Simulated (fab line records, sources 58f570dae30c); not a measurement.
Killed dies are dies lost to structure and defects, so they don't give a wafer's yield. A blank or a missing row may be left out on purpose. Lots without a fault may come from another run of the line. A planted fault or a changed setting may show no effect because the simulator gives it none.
Tool commonality check | flow berkeley_cmos170 | 15 lots, 45 wafers sampled

WHY IT WAS OPENED
At UCB170_PSD_OVL_MEAS_07 the reading PSD_OVL is flagged on 3 of 15 lots. Wafers without a fault read -1 nm, standard deviation 5.5.
Rule: a lot is flagged when every wafer of it that has a number lies more than 4 standard deviations from that mean, or none has a number. The other lots count as sound.

lot  | measured     | on         | PSD_OVL (nm), wafer by wafer | flag
L244 | day 8 09:04  | overlay-01 | -4 -8 -6                     |
L245 | day 8 09:13  | overlay-02 | -2 -5 -3                     |
L247 | day 8 09:16  | overlay-01 | -6 -7 -11                    |
L246 | day 8 09:29  | overlay-02 | 2 -5 0                       |
L248 | day 9 05:56  | overlay-02 | -166 -164 -162               | FLAGGED
L249 | day 9 06:22  | overlay-01 | 2 7 5                        |
L250 | day 9 13:09  | overlay-02 | -8 1 -5                      |
L252 | day 9 13:19  | overlay-01 | -165 -163 -159               | FLAGGED
L253 | day 10 11:19 | overlay-01 | -161 -162 -160               | FLAGGED
L257 | day 10 17:15 | overlay-02 | -12 0 -1                     |
L258 | day 10 17:48 | overlay-02 | 6 4 -2                       |
L260 | day 11 09:16 | overlay-01 | 9 4 12                       |
L264 | day 11 20:30 | overlay-02 | -6 1 1                       |
L263 | day 11 20:47 | overlay-01 | 4 4 3                        |
L261 | day 11 21:20 | overlay-02 | 8 1 2                        |
The numbers of the flagged lots are -162 nm on average: -161 nm against the usual, or -29 standard deviations.

WHICH TOOL RAN EACH LOT
The record holds 1 process step before the reading, out of a route of 331 steps. In each cell: the tool, then ch and the chambers that the sampled wafers went through, then the start.
lot  | flag    | UCB170_PSD_EXPOSE_03
L244 |         | krf_scanner-01 ch 0, day 8 08:30
L245 |         | krf_scanner-01 ch 0, day 8 08:37
L247 |         | krf_scanner-01 ch 0, day 8 08:44
L246 |         | krf_scanner-02 ch 0, day 8 08:58
L248 | FLAGGED | krf_scanner-01 ch 0, day 9 04:55
L249 |         | krf_scanner-02 ch 0, day 9 05:13
L250 |         | krf_scanner-02 ch 0, day 9 12:08
L252 | FLAGGED | krf_scanner-01 ch 0, day 9 12:23
L253 | FLAGGED | krf_scanner-01 ch 0, day 10 10:49
L257 |         | krf_scanner-02 ch 0, day 10 16:20
L258 |         | krf_scanner-02 ch 0, day 10 16:36
L260 |         | krf_scanner-02 ch 0, day 11 08:43
L264 |         | krf_scanner-02 ch 0, day 11 19:35
L263 |         | krf_scanner-02 ch 0, day 11 19:53
L261 |         | krf_scanner-02 ch 0, day 11 20:27
What these steps do:
- UCB170_PSD_EXPOSE_03: exposes mask PSELECT MOD, target cd 1200 nm.
- UCB170_PSD_OVL_MEAS_07

FLAGGED OVER TOTAL, TOOL BY TOOL (the gauges that took the reading come last)
step                   | tool           | lots run | flagged | share of the flagged lots | sound lots run after its first flagged lot
UCB170_PSD_EXPOSE_03   | krf_scanner-01 | 6        | 3       | all                       | 0
UCB170_PSD_EXPOSE_03   | krf_scanner-02 | 9        | 0       | none                      | -
UCB170_PSD_OVL_MEAS_07 | overlay-01     | 7        | 2       | some                      | 2 (L260,L263)
UCB170_PSD_OVL_MEAS_07 | overlay-02     | 8        | 1       | some                      | 5 (L250,L257,L258,L264,L261)

WHAT THE TABLE ALLOWS
1 row of the table ran every flagged lot: krf_scanner-01 at UCB170_PSD_EXPOSE_03.
- krf_scanner-01 at UCB170_PSD_EXPOSE_03: 3 of its 6 lots flagged. Its last sound lot is L247 (day 8 08:44), its first flagged lot L248 (day 9 04:55): a fault that began between those two fits.
One tool is left: krf_scanner-01 at UCB170_PSD_EXPOSE_03.

WHAT THE SIMULATOR HAD PUT IN
Scanner matching overlay: krf_scanner-01, from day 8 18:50 on, at UCB170_PSD_EXPOSE_03. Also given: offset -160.
Lots struck among those shown: L248, L252, L253. The rule above found the same.
